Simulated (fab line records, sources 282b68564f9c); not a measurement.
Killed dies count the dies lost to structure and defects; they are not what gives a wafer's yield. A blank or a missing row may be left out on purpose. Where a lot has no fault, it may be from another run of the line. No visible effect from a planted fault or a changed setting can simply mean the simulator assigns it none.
fab line records | flow rit-cmos
record lots=14 | wafers=42 | last-day=7
route steps=202 shown GATE@81
lots with no fault: from the same line, run without faults
start-h: hours from the record's opening day to when the first of the lot's shown wafers began | wait-h: time in hours since the lot's previous step | " the same as in the row above | L1.1+2: several wafers, shown together as one row | - no value, or no start was given | * or withheld: withheld | < > ~ a bound
route shown NAME@n: a module of which the file shows steps, and the number in the route of the first | usual: mean/standard deviation taken from wafers without a fault | same: alike in all rows | chamber/n: place in a boat | sites: the reading at each site | _std_site: how widely they spread, as a standard deviation | _edge_site: mean of outer sites minus mean of inner sites | radius-mm: for every site, how far away it sits from the centre of the wafer | mask NAME#n: copy n | behind: the last tool/chamber to shape the wafer | hold: why the lot was held/for how many hours/how that ended | device: names the non-switching transistor (n, p or np) | end of line: tests of these same wafers at the route's end | a step without rows: its recipe alone | killed: dies lost to structure and defects at the first sort, not the wafer's yield | map: a wafer's dies, marking killed ones x, the rest . and places with no die _
set.NAME: the setting that was run; set.NAME@STEP: the one run at that earlier step | model.NAME: the simulator's own value behind a step, which no gauge read
steps of the route over a sample of lots; a table a step, a row a wafer
services: the hour from which a tool's chamber was out of use, counted from the record's first day as start-h (under 0 if before that day), plus the number of hours and why
## steps
# step RIT_GATE_OXIDATION_05
# recipe temp-c=900 | ambient=O2 | target-thk-a=30 | ox-time-s=270
# usual ox-temp-c=900.1/0.41 | ox-temp-c-max=904.6/1.9 | ox-time-s=270/0 | tube_center_temp_C_max=902.3/0.4
lot.wafer | tool       | chamber | start-h | wait-h | ox-temp-c | ox-temp-c-max | ox-time-s | tube_center_temp_C_max
L751.1    | furnace-01 | 0       | 36.42   | 0.4    | 900.5     | 903.3         | 270       | 902.3
L751.3    | "          | 0       | "       | "      | 900.6     | 903.6         | 270       | 901.9
L751.5    | "          | 0       | "       | "      | 900.7     | 902.9         | 270       | 902.2
L754.1    | furnace-04 | 0       | 48.06   | 0.1    | 899.8     | 907.6         | 270       | 902.1
L754.4    | "          | 0       | "       | "      | 900.3     | 907.1         | 270       | 902.1
L754.6    | "          | 0       | "       | "      | 900.1     | 906.6         | 270       | 902.8
L757.1    | furnace-01 | 0       | 63.07   | 0.1    | 900.5     | 903.7         | 270       | 902.8
L757.3    | "          | 0       | "       | "      | 900.4     | 902.7         | 270       | 902.8
L757.5    | "          | 0       | "       | "      | 900.3     | 902.9         | 270       | 902.6
L758.2    | furnace-01 | 0       | 68.67   | 1.2    | 900.3     | 902.8         | 270       | 901.8
L758.5    | "          | 0       | "       | "      | 899.9     | 903.4         | 270       | 902.2
L758.6    | "          | 0       | "       | "      | 899.5     | 902.2         | 270       | 902.0
L759.1    | furnace-03 | 0       | 73.55   | 0.6    | 899.7     | 907.5         | 270       | 902.2
L759.4    | "          | 0       | "       | "      | 900.0     | 904.7         | 270       | 902.0
L759.5    | "          | 0       | "       | "      | 900.1     | 905.0         | 270       | 902.8
L761.2    | furnace-03 | 0       | 82.05   | 0.1    | 899.7     | 905.5         | 270       | 902.0
L761.4    | "          | 0       | "       | "      | 899.5     | 903.8         | 270       | 901.9
L761.6    | "          | 0       | "       | "      | 899.8     | 906.5         | 270       | 902.2
L762.3    | furnace-01 | 0       | 89.64   | 0.0    | 900.2     | 903.6         | 270       | 902.3
L762.5    | "          | 0       | "       | "      | 899.5     | 902.9         | 270       | 902.4
L762.6    | "          | 0       | "       | "      | 900.0     | 902.2         | 270       | 901.9
L763.2    | furnace-04 | 0       | 93.55   | 0.0    | 899.8     | 906.3         | 270       | 902.6
L763.5    | "          | 0       | "       | "      | 900.5     | 907.7         | 270       | 902.7
L763.6    | "          | 0       | "       | "      | 899.7     | 909.1         | 270       | 902.2
L765.3    | furnace-01 | 0       | 102.92  | 0.9    | 900.2     | 903.5         | 270       | 902.0
L765.4    | "          | 0       | "       | "      | 900.4     | 903.8         | 270       | 902.4
L765.6    | "          | 0       | "       | "      | 899.7     | 901.7         | 270       | 902.0
L767.2    | furnace-04 | -       | 111.96  | 0.2    | -         | -             | -         | -
L767.3    | "          | -       | "       | "      | -         | -             | -         | -
L767.5    | "          | -       | "       | "      | -         | -             | -         | -
L768.3    | furnace-03 | -       | 116.50  | 0.0    | -         | -             | -         | -
L768.4    | "          | -       | "       | "      | -         | -             | -         | -
L768.5    | "          | -       | "       | "      | -         | -             | -         | -
L769.1    | furnace-03 | 0       | 127.00  | 0.1    | 901.3     | 905.9         | 270       | 902.7
L769.2    | "          | 0       | "       | "      | 900.2     | 905.5         | 270       | 901.9
L769.3    | "          | 0       | "       | "      | 900.5     | 905.7         | 270       | 902.7
L773.2    | furnace-03 | 0       | 141.99  | 0.0    | 900.1     | 905.8         | 270       | 902.4
L773.3    | "          | 0       | "       | "      | 899.8     | 904.5         | 270       | 902.2
L773.6    | "          | 0       | "       | "      | 900.2     | 905.1         | 270       | 902.8
L774.2    | furnace-01 | 0       | 147.05  | 0.0    | 900.2     | 902.6         | 270       | 902.3
L774.4    | "          | 0       | "       | "      | 899.9     | 902.7         | 270       | 902.4
L774.6    | "          | 0       | "       | "      | 900.2     | 903.2         | 270       | 902.5
## services
tool       | chamber | start-h | hours | kind
furnace-04 | -       | 68.91   | 3.7   | pm
furnace-03 | -       | 98.95   | 1.7   | pm
furnace-03 | -       | 144.94  | 3.0   | pm
## key
first-sign step=RIT_GATE_OXIDATION_05 | reading=tool-record | direction=missing
effect none on later readings
met-at RIT_GATE_OXIDATION_05
struck-lots L767,L768
later-rows-left-out L767.2,L767.3,L767.5,L768.3,L768.4,L768.5
sort-left-out L767.2,L767.3,L767.5,L768.3,L768.4,L768.5
tester-left-out L767,L768
onset-between 93.55 111.96
fault kind=skipped-step-whole | tool=furnace-03,furnace-04 | chamber=- | onset-h=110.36 | steps=RIT_GATE_OXIDATION_05 | scope=struck-lots-only
# tester-left-out: of these lots the tester's yield and bins aren't shown, on N5 and GAA mostly nor the transistor test; their killed dies are dies lost to structure and defects alone, not to doping, threshold or leakage, so they don't give the yield
# sort-left-out: the simulated sort isn't trusted on such a fault, so these wafers' sort isn't shown, and their yield isn't known
# later-rows-left-out: the simulator's readings of these wafers behind a module that went badly wrong aren't trusted and aren't shown, but for the sort
